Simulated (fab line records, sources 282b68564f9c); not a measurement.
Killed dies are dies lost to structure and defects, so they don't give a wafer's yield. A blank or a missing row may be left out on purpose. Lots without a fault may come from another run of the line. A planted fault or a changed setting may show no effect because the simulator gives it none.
Which tool did it? | flow rit_cmos | 14 lots, 42 wafers sampled, at 2 steps of a route of 202

WHAT THE GAUGES READ, wafer by wafer
RIT_ACTIVE_THK_MEAS_02. Usual: ACTIVE_OXIDE_THK 43.1 nm, standard deviation 0.78.
lot  | measured    | on            | ACTIVE_OXIDE_THK (nm) | flag
L740 | day 1 13:34 | film_metro-02 | 43.5 43.5 42.7        |
L741 | day 1 17:31 | film_metro-02 | 42.4 41.7 43.1        |
L742 | day 1 22:16 | film_metro-02 | 43.2 43.6 44.0        |
L743 | day 2 03:04 | film_metro-02 | 44.0 44.8 44.6        |
L744 | day 2 10:12 | film_metro-01 | 42.5 42.8 42.9        |
L745 | day 2 14:02 | film_metro-01 | 43.3 43.6 43.3        |
L748 | day 3 05:02 | film_metro-02 | 66.7 66.4 66.0        | OFF
L749 | day 3 12:28 | film_metro-03 | 42.2 42.0 41.9        |
L750 | day 3 17:15 | film_metro-01 | 66.7 66.6 66.9        | OFF
L757 | day 5 01:55 | film_metro-03 | 43.6 43.5 43.8        |
L758 | day 5 08:54 | film_metro-01 | 42.0 42.4 42.5        |
L760 | day 5 17:13 | film_metro-02 | 42.5 43.5 43.0        |
L761 | day 5 21:47 | film_metro-03 | 42.3 43.1 42.2        |
L762 | day 6 02:20 | film_metro-01 | 43.2 44.3 43.9        |

WHICH TOOL RAN EACH LOT (tool, then ch and the chambers of the sampled wafers, then the start)
lot  | RIT_ACTIVE_OXIDATION_01
L740 | furnace-04 ch 0, day 1 11:37
L741 | furnace-03 ch 0, day 1 15:35
L742 | furnace-01 ch 0, day 1 20:19
L743 | furnace-04 ch 0, day 2 01:07
L744 | furnace-03 ch 0, day 2 08:14
L745 | furnace-04 ch 0, day 2 12:07
L748 | furnace-04 ch 0, day 3 03:06
L749 | furnace-01 ch 0, day 3 10:32
L750 | furnace-04 ch 0, day 3 15:18
L757 | furnace-03 ch 0, day 4 23:59
L758 | furnace-03 ch 0, day 5 06:58
L760 | furnace-03 ch 0, day 5 15:17
L761 | furnace-01 ch 0, day 5 19:49
L762 | furnace-01 ch 0, day 6 00:23
- RIT_ACTIVE_OXIDATION_01: target thk 46.8 nm, ox time 3360 s.

WHAT THE TOOLS THEMSELVES READ (means of the sampled wafers that have a number; where no wafer has one, the mark that the record gives instead)
The record holds no such reading with a usual standard deviation.

THE ANSWER, worked out from the rows above alone
Rule: a lot is off if the mean of its wafers that have a number lies more than 3 standard deviations from the usual mean. A lot without any number at a reading at which 4 lots or more have one is off too. The other lots that the step has rows for count as sound. The gauges are gone through in route order, then the tools' own readings, and for those a lot's mean is taken as printed above. The first step at which some lot is off is used, and at that step the reading that is off furthest; a lot without a number counts as furthest.
Off: L748, L750, at RIT_ACTIVE_THK_MEAS_02 (ACTIVE_OXIDE_THK).
A tool fits if, at a process step before that reading, it ran every lot that is off, and no sound lot after the first of them. The gauges at RIT_ACTIVE_THK_MEAS_02 are tried like those tools. One fits: furnace-04 at RIT_ACTIVE_OXIDATION_01. Its last sound lot is L745 (day 2 12:07), its first lot that is off L748 (day 3 03:06): a fault that began between those two fits.

WHAT THE SIMULATOR HAD PUT IN
Process parameter drift: furnace-04, from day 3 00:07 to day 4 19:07, at RIT_ACTIVE_OXIDATION_01. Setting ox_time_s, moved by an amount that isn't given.
Lots struck among those shown: L748, L750. The rule above found the same.
